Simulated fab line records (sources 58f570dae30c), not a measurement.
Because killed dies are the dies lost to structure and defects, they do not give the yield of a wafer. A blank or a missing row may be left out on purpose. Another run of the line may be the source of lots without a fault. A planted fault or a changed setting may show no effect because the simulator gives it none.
What tool caused it? :: flow berkeley-cmos170 :: Sampling: 15 lots, 45 wafers, 6 of 331 route steps

WHAT THE GAUGES READ, wafer by wafer
UCB170_CONTACT_CD_MEAS_90: the cd target is 700 nm. Usual: cd-nm 700.5 nm, standard deviation 1.9.
lot: L629
measured: day 8 13:43
on: cd-sem-02
cd-nm (nm): 698.9 703.4 699.0
flag: 

lot: L633
measured: day 10 00:52
on: cd-sem-02
cd-nm (nm): 699.8 702.5 700.8
flag: 

lot: L634
measured: day 10 01:11
on: cd-sem-01
cd-nm (nm): 701.0 699.9 702.4
flag: 

lot: L631
measured: day 10 02:43
on: cd-sem-01
cd-nm (nm): 706.3 702.9 701.1
flag: 

lot: L632
measured: day 10 03:00
on: cd-sem-01
cd-nm (nm): 702.0 697.1 699.9
flag: 

lot: L635
measured: day 10 18:54
on: cd-sem-01
cd-nm (nm): 698.1 699.2 697.8
flag: 

lot: L638
measured: day 11 16:15
on: cd-sem-02
cd-nm (nm): 698.5 700.1 700.5
flag: 

lot: L642
measured: day 12 15:01
on: cd-sem-01
cd-nm (nm): 700.7 702.0 702.0
flag: 

lot: L640
measured: day 12 15:17
on: cd-sem-02
cd-nm (nm): 700.8 700.3 703.4
flag: 

lot: L648
measured: day 13 21:26
on: cd-sem-02
cd-nm (nm): 698.1 698.1 701.1
flag: 

lot: L647
measured: day 13 21:43
on: cd-sem-02
cd-nm (nm): 700.4 702.1 703.8
flag: 

lot: L649
measured: day 14 11:13
on: cd-sem-02
cd-nm (nm): 702.5 702.5 701.5
flag: 

lot: L650
measured: day 14 13:19
on: cd-sem-02
cd-nm (nm): 700.6 703.0 700.2
flag: 

lot: L652
measured: day 14 13:40
on: cd-sem-02
cd-nm (nm): 701.4 700.1 702.2
flag: 

lot: L651
measured: day 14 16:18
on: cd-sem-01
cd-nm (nm): 699.0 698.5 700.7
flag: 

UCB170_V1_BOW_MEAS_03. Usual: V1_BOW 19 um, standard deviation 6.3.
lot: L629
measured: day 8 17:37
on: film-metro-02
V1_BOW (um): 20 28 11
flag: 

lot: L633
measured: day 10 04:39
on: film-metro-01
V1_BOW (um): 15 13 29
flag: 

lot: L634
measured: day 10 05:59
on: film-metro-02
V1_BOW (um): 17 30 9
flag: 

lot: L631
measured: day 10 07:19
on: film-metro-02
V1_BOW (um): 17 23 19
flag: 

lot: L632
measured: day 10 07:19
on: film-metro-04
V1_BOW (um): 16 12 25
flag: 

lot: L635
measured: day 10 23:23
on: film-metro-04
V1_BOW (um): 18 14 10
flag: 

lot: L638
measured: day 11 21:07
on: film-metro-01
V1_BOW (um): 22 17 14
flag: 

lot: L642
measured: day 12 19:40
on: film-metro-01
V1_BOW (um): 17 17 16
flag: 

lot: L640
measured: day 12 19:35
on: film-metro-02
V1_BOW (um): 21 21 14
flag: 

lot: L648
measured: day 14 01:40
on: film-metro-04
V1_BOW (um): 18 24 21
flag: 

lot: L647
measured: day 14 03:02
on: film-metro-04
V1_BOW (um): 3 28 15
flag: 

lot: L649
measured: day 14 16:19
on: film-metro-02
V1_BOW (um): 16 20 25
flag: 

lot: L650
measured: day 14 17:42
on: film-metro-02
V1_BOW (um): 2 15 29
flag: 

lot: L652
measured: day 14 19:01
on: film-metro-04
V1_BOW (um): 31 26 20
flag: 

lot: L651
measured: day 14 20:23
on: film-metro-04
V1_BOW (um): 24 6 16
flag: 

UCB170_V1_CD_MEAS_12: the cd target is 700 nm. Usual: cd-nm 699.7 nm, standard deviation 1.6.
lot: L629
measured: day 8 18:49
on: cd-sem-01
cd-nm (nm): 700.0 699.2 700.1
flag: 

lot: L633
measured: day 10 09:26
on: cd-sem-02
cd-nm (nm): 697.8 699.5 698.8
flag: 

lot: L634
measured: day 10 09:31
on: cd-sem-01
cd-nm (nm): 700.5 701.4 702.6
flag: 

lot: L631
measured: day 10 09:47
on: cd-sem-01
cd-nm (nm): 695.8 697.0 695.6
flag: 

lot: L632
measured: day 10 09:43
on: cd-sem-02
cd-nm (nm): 699.0 700.2 699.6
flag: 

lot: L635
measured: day 11 02:19
on: cd-sem-01
cd-nm (nm): 698.3 696.4 699.0
flag: 

lot: L638
measured: day 11 23:33
on: cd-sem-01
cd-nm (nm): 699.4 699.4 700.3
flag: 

lot: L642
measured: day 12 22:13
on: cd-sem-01
cd-nm (nm): 700.4 699.8 699.7
flag: 

lot: L640
measured: day 12 21:56
on: cd-sem-01
cd-nm (nm): 700.1 699.7 701.7
flag: 

lot: L648
measured: day 14 06:53
on: cd-sem-01
cd-nm (nm): 700.3 700.6 701.6
flag: 

lot: L647
measured: day 14 07:01
on: cd-sem-02
cd-nm (nm): 697.1 698.8 697.8
flag: 

lot: L649
measured: day 14 18:34
on: cd-sem-02
cd-nm (nm): 701.7 701.4 701.1
flag: 

lot: L650
measured: day 14 19:07
on: cd-sem-02
cd-nm (nm): 699.6 699.4 699.8
flag: 

lot: L652
measured: day 14 20:26
on: cd-sem-02
cd-nm (nm): 702.1 703.7 703.8
flag: 

lot: L651
measured: day 14 22:59
on: cd-sem-01
cd-nm (nm): 699.8 699.4 700.6
flag: 

UCB170_M2_RS_MEAS_02: a four-point-probe measurement. Usual: M2_AL_RS 0.0321 ohm/sq, standard deviation 0.0004.
lot: L629
measured: day 8 19:31
on: film-metro-04
M2_AL_RS (ohm/sq): 0.0319 0.0318 0.0319
flag: 

lot: L633
measured: day 10 10:08
on: film-metro-01
M2_AL_RS (ohm/sq): 0.0316 0.0324 0.0325
flag: 

lot: L634
measured: day 10 10:14
on: film-metro-04
M2_AL_RS (ohm/sq): 0.0322 0.0320 0.0324
flag: 

lot: L631
measured: day 10 10:31
on: film-metro-04
M2_AL_RS (ohm/sq): 0.0318 0.0319 0.0325
flag: 

lot: L632
measured: day 10 10:25
on: film-metro-01
M2_AL_RS (ohm/sq): 0.0325 0.0324 0.0322
flag: 

lot: L635
measured: day 11 03:16
on: film-metro-03
M2_AL_RS (ohm/sq): 0.0159 0.0160 0.0160
flag: OFF

lot: L638
measured: day 12 00:16
on: film-metro-04
M2_AL_RS (ohm/sq): 0.0322 0.0326 0.0323
flag: 

lot: L642
measured: day 12 23:14
on: film-metro-04
M2_AL_RS (ohm/sq): 0.0154 0.0158 0.0159
flag: OFF

lot: L640
measured: day 12 22:53
on: film-metro-01
M2_AL_RS (ohm/sq): 0.0158 0.0163 0.0158
flag: OFF

lot: L648
measured: day 14 07:36
on: film-metro-03
M2_AL_RS (ohm/sq): 0.0316 0.0324 0.0322
flag: 

lot: L647
measured: day 14 07:44
on: film-metro-01
M2_AL_RS (ohm/sq): 0.0320 0.0316 0.0322
flag: 

lot: L649
measured: day 14 19:16
on: film-metro-03
M2_AL_RS (ohm/sq): 0.0328 0.0324 0.0325
flag: 

lot: L650
measured: day 14 19:50
on: film-metro-04
M2_AL_RS (ohm/sq): 0.0329 0.0324 0.0324
flag: 

lot: L652
measured: day 14 21:09
on: film-metro-03
M2_AL_RS (ohm/sq): 0.0322 0.0315 0.0320
flag: 

lot: L651
measured: day 14 23:41
on: film-metro-01
M2_AL_RS (ohm/sq): 0.0319 0.0323 0.0319
flag: 

UCB170_M2_THK_MEAS_03: measures by xrf. Usual: M2_AL_THK 902 nm, standard deviation 12.
lot: L629
measured: day 8 19:38
on: film-metro-04
M2_AL_THK (nm): 907 913 908
flag: 

lot: L633
measured: day 10 10:16
on: film-metro-01
M2_AL_THK (nm): 915 897 900
flag: 

lot: L634
measured: day 10 10:22
on: film-metro-04
M2_AL_THK (nm): 905 905 900
flag: 

lot: L631
measured: day 10 10:38
on: film-metro-04
M2_AL_THK (nm): 921 920 895
flag: 

lot: L632
measured: day 10 10:32
on: film-metro-01
M2_AL_THK (nm): 893 890 899
flag: 

lot: L635
measured: day 11 03:22
on: film-metro-03
M2_AL_THK (nm): 1800 1792 1779
flag: OFF

lot: L638
measured: day 12 00:23
on: film-metro-04
M2_AL_THK (nm): 902 896 899
flag: 

lot: L642
measured: day 12 23:27
on: film-metro-04
M2_AL_THK (nm): 1872 1841 1820
flag: OFF

lot: L640
measured: day 12 23:01
on: film-metro-01
M2_AL_THK (nm): 1814 1769 1818
flag: OFF

lot: L648
measured: day 14 07:43
on: film-metro-03
M2_AL_THK (nm): 913 885 890
flag: 

lot: L647
measured: day 14 07:50
on: film-metro-01
M2_AL_THK (nm): 901 917 898
flag: 

lot: L649
measured: day 14 19:23
on: film-metro-03
M2_AL_THK (nm): 875 889 881
flag: 

lot: L650
measured: day 14 19:56
on: film-metro-04
M2_AL_THK (nm): 884 903 898
flag: 

lot: L652
measured: day 14 21:16
on: film-metro-03
M2_AL_THK (nm): 892 909 899
flag: 

lot: L651
measured: day 14 23:47
on: film-metro-01
M2_AL_THK (nm): 912 902 906
flag: 

WHICH TOOL RAN EACH LOT (tool, then ch and the chambers of the sampled wafers, then the start)
lot: L629
UCB170_M2_SPUTTER_01: pvd-sputter-04, day 8 19:26

lot: L633
UCB170_M2_SPUTTER_01: pvd-sputter-04, day 10 10:04

lot: L634
UCB170_M2_SPUTTER_01: pvd-sputter-02, day 10 10:08

lot: L631
UCB170_M2_SPUTTER_01: pvd-sputter-04, day 10 10:26

lot: L632
UCB170_M2_SPUTTER_01: pvd-sputter-03, day 10 10:20

lot: L635
UCB170_M2_SPUTTER_01: pvd-sputter-03, day 11 02:53

lot: L638
UCB170_M2_SPUTTER_01: pvd-sputter-02, day 12 00:10

lot: L642
UCB170_M2_SPUTTER_01: pvd-sputter-02, day 12 22:52

lot: L640
UCB170_M2_SPUTTER_01: pvd-sputter-04, day 12 22:33

lot: L648
UCB170_M2_SPUTTER_01: pvd-sputter-03, day 14 07:31

lot: L647
UCB170_M2_SPUTTER_01: pvd-sputter-02, day 14 07:37

lot: L649
UCB170_M2_SPUTTER_01: pvd-sputter-04, day 14 19:11

lot: L650
UCB170_M2_SPUTTER_01: pvd-sputter-03, day 14 19:43

lot: L652
UCB170_M2_SPUTTER_01: pvd-sputter-02, day 14 21:04

lot: L651
UCB170_M2_SPUTTER_01: pvd-sputter-04, day 14 23:34
- UCB170_M2_SPUTTER_01: material Al, target thk 900 nm, time 120 s.

AS READ BY THE TOOLS THEMSELVES (means over the sampled wafers that have a number; for cases with no such wafer, the mark the record gives instead)
UCB170_M2_SPUTTER_01. Usual: cathode-dc-power-W 5999.9 W, standard deviation 1.1; chamber-pressure-pa 0.5001 Pa, standard deviation 0.00092; throttle-valve-pct 29.7 %, standard deviation 0.89.
lot: L629
tool: pvd-sputter-04
cathode-dc-power-W (W): 6000.8
chamber-pressure-pa (Pa): 0.5010
throttle-valve-pct (%): 29.4
flag: 

lot: L633
tool: pvd-sputter-04
cathode-dc-power-W (W): 6000.9
chamber-pressure-pa (Pa): 0.5001
throttle-valve-pct (%): 30.1
flag: 

lot: L634
tool: pvd-sputter-02
cathode-dc-power-W (W): 6000.0
chamber-pressure-pa (Pa): 0.5004
throttle-valve-pct (%): 29.7
flag: 

lot: L631
tool: pvd-sputter-04
cathode-dc-power-W (W): 5999.8
chamber-pressure-pa (Pa): 0.4994
throttle-valve-pct (%): 30.0
flag: 

lot: L632
tool: pvd-sputter-03
cathode-dc-power-W (W): 5999.1
chamber-pressure-pa (Pa): 0.4998
throttle-valve-pct (%): 29.4
flag: 

lot: L635
tool: pvd-sputter-03
cathode-dc-power-W (W): 5999.7
chamber-pressure-pa (Pa): 0.5003
throttle-valve-pct (%): 29.9
flag: 

lot: L638
tool: pvd-sputter-02
cathode-dc-power-W (W): 6001.4
chamber-pressure-pa (Pa): 0.4999
throttle-valve-pct (%): 29.7
flag: 

lot: L642
tool: pvd-sputter-02
cathode-dc-power-W (W): 6000.8
chamber-pressure-pa (Pa): 0.5008
throttle-valve-pct (%): 30.3
flag: 

lot: L640
tool: pvd-sputter-04
cathode-dc-power-W (W): 6000.0
chamber-pressure-pa (Pa): 0.5003
throttle-valve-pct (%): 30.4
flag: 

lot: L648
tool: pvd-sputter-03
cathode-dc-power-W (W): 6000.2
chamber-pressure-pa (Pa): 0.4995
throttle-valve-pct (%): 30.1
flag: 

lot: L647
tool: pvd-sputter-02
cathode-dc-power-W (W): 6000.1
chamber-pressure-pa (Pa): 0.5006
throttle-valve-pct (%): 30.3
flag: 

lot: L649
tool: pvd-sputter-04
cathode-dc-power-W (W): 6000.9
chamber-pressure-pa (Pa): 0.5001
throttle-valve-pct (%): 29.2
flag: 

lot: L650
tool: pvd-sputter-03
cathode-dc-power-W (W): 5999.8
chamber-pressure-pa (Pa): 0.4996
throttle-valve-pct (%): 29.5
flag: 

lot: L652
tool: pvd-sputter-02
cathode-dc-power-W (W): 6000.6
chamber-pressure-pa (Pa): 0.4992
throttle-valve-pct (%): 29.8
flag: 

lot: L651
tool: pvd-sputter-04
cathode-dc-power-W (W): 6000.5
chamber-pressure-pa (Pa): 0.5010
throttle-valve-pct (%): 30.0
flag: 

THE ANSWER, worked out from the rows above alone
Rule: lot off if the mean of its wafers having a number is beyond 3 standard deviations from the usual mean. A lot without any number at a reading at which 4 lots or more have one is off too. The other lots that the step has rows for count as sound. First the gauges in route order, then the tools' own readings, where a lot's mean is used as printed above. The first step at which some lot is off is used, and at that step the reading that is off furthest; a lot without a number counts as furthest.
Off: L635, L642, L640, at UCB170_M2_RS_MEAS_02 (M2_AL_RS).
If a tool, at a process step before that reading, ran all the lots that are off and no sound lot after the first of them, it fits. The gauges at UCB170_M2_RS_MEAS_02 are tried like those tools. None of those tried fits.

WHAT THE SIMULATOR PUT IN
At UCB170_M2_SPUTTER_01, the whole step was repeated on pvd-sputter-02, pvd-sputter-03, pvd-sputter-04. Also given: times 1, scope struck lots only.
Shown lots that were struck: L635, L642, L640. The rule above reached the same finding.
